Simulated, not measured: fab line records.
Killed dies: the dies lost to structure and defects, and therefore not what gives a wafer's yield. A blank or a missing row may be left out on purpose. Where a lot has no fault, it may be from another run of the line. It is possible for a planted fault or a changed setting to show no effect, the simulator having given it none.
Comparing a struck lot with a sound one + flow berkeley_cmos170 + 17 steps out of a route of 331
Sound: wafers L798.1, L798.2, L798.5. Struck: wafer L803.3. The cause is given at the end.
Each step with rows lists, per side, the tool, then ch with its chambers, then its first start. Under that, the readings that differ: sound wafers + struck wafers + difference of the means + sigmas: that difference in standard deviations of wafers without a fault.
alike: readings with means less than 2 such deviations apart, plus words and numbers identical on both sides. not compared: withheld readings, readings lacking a value on some wafer, bounds such as >300 that could conceal the same value, and numbers that have no deviation in the record and whose values overlap.
The two part at a step that has a row with sigmas, a row that says differs or no value, or rows on one side only. Non-overlapping numbers with no deviation appear without sigmas and do not part them. A reading missing from all wafers of one side parts the sides only when that side holds two or more wafers.

first, 3 steps without rows for these wafers: UCB170_BACKSIDE_HMDS_00 (prime time 60 s); UCB170_BACKSIDE_COAT_01 (resist thk 900 nm); UCB170_BACKSIDE_SOFTBAKE_02 (time 60 s).
UCB170_BACKSIDE_STRIP_03: strips in O2.
  sound on plasma_asher-01 ch 0,1, day 8 12:47; struck on plasma_asher-04 ch 1, day 9 09:53
  alike: chamber_pressure_mTorr, drypump_motor_current_A, oes_product_au, strip_time_to_endpoint_s
  not compared: rf_hours_counter_h
then, 1 step without rows for these wafers: UCB170_BACKSIDE_CLEAN_04 (cleans in SPM, time 600 s).
UCB170_SDANNEAL_RTA_00: time 10 s.
  sound on rtp_anneal-01 ch 0, day 8 13:04; struck on rtp_anneal-02 ch 0, day 9 10:10
| reading            | sound          | struck | difference | sigmas |
|--------------------|----------------|--------|------------|--------|
| lamp_power_pct (%) | 25.0 25.0 25.0 | 25.8   | +0.8       | +2     |
  alike: chamber_o2_ppm, wafer_temp_C_max
UCB170_SDANNEAL_RTA_01: time 5 s.
  sound on rtp_anneal-01 ch 0, day 8 13:08; struck on rtp_anneal-02 ch 0, day 9 10:13
| reading            | sound             | struck | difference | sigmas |
|--------------------|-------------------|--------|------------|--------|
| chamber_o2_ppm     | 2.009 2.011 2.005 | 1.957  | -0.051     | -2     |
| lamp_power_pct (%) | 38.6 38.6 38.6    | 39.8   | +1.2       | +2     |
  alike: wafer_temp_C_max
UCB170_SDANNEAL_RS_MEAS_02: a four-point-probe measurement.
  sound: film_metro-01 at day 8 13:11; struck: film_metro-01 at day 9 10:18
  alike: PSD_RS
UCB170_SDANNEAL_RS_MEAS_03: a four-point-probe measurement.
  sound: film_metro-01 at day 8 13:19; struck: film_metro-01 at day 9 10:25
  alike: NSD_RS
UCB170_SDANNEAL_RS_MEAS_04: a four-point-probe measurement.
  sound: film_metro-01 at day 8 13:26; struck: film_metro-01 at day 9 10:32
| reading          | sound                | struck | difference | sigmas |
|------------------|----------------------|--------|------------|--------|
| PLDD_RS (ohm/sq) | 1028.0 1029.6 1028.8 | 1035.4 | +6.6       | +2     |
UCB170_SDANNEAL_RS_MEAS_05: a four-point-probe measurement.
  sound: film_metro-01 at day 8 13:33; struck: film_metro-01 at day 9 10:40
  alike: NLDD_RS
then, 1 step without rows for these wafers: UCB170_SILICIDE_PRE_CLEAN_00 (preclean etch time 60 s).
UCB170_SILICIDE_SPUTTER_01: material Ti, target thk 30 nm, time 25 s.
  sound: pvd_sputter-03 at day 8 13:44; struck: pvd_sputter-02 at day 9 10:49
| reading                                     | sound             | struck | difference | sigmas |
|---------------------------------------------|-------------------|--------|------------|--------|
| model.Ti_of_SILICIDE_SPUTTER_01.thk_nm (nm) | 29.84 30.04 29.88 | 43.54  | +13.62     |        |
  alike: throttle_valve_pct
UCB170_SILICIDE_RS_MEAS_02: a four-point-probe measurement.
  sound: film_metro-03 at day 8 13:46; struck: film_metro-02 at day 9 11:10
| reading                 | sound          | struck | difference | sigmas |
|-------------------------|----------------|--------|------------|--------|
| SILICIDE_TI_RS (ohm/sq) | 26.3 26.1 26.3 | 17.0   | -9.2       | -26    |
  not compared: hold
UCB170_SILICIDE_THK_MEAS_03: measures by xrf.
  sound: film_metro-03 at day 8 13:53; struck: film_metro-02 at day 9 13:22
| reading              | sound          | struck | difference | sigmas |
|----------------------|----------------|--------|------------|--------|
| SILICIDE_TI_THK (nm) | 29.6 29.9 29.6 | 42.9   | +13.2      | +30    |
  not compared: hold
UCB170_SILICIDE_RTA_04: time 15 s.
  sound on rtp_anneal-01 ch 0, day 8 13:57; struck on rtp_anneal-01 ch 0, day 9 15:40
| reading | sound | struck                   | difference                   | sigmas |
|---------|-------|--------------------------|------------------------------|--------|
| hold    | - - - | await_dispo/2.2h/release | no value on the sound wafers |        |
  alike: chamber_o2_ppm, lamp_power_pct, wafer_temp_C_max
UCB170_M3_PROBE_99:
  sound wafers here have rows in the record (prober-02, day 9 13:02); struck ones have none

WHERE THEY PART
Last at UCB170_M3_PROBE_99 as far as this record goes, first at UCB170_SDANNEAL_RTA_00.

WHY: whatever the simulator had introduced
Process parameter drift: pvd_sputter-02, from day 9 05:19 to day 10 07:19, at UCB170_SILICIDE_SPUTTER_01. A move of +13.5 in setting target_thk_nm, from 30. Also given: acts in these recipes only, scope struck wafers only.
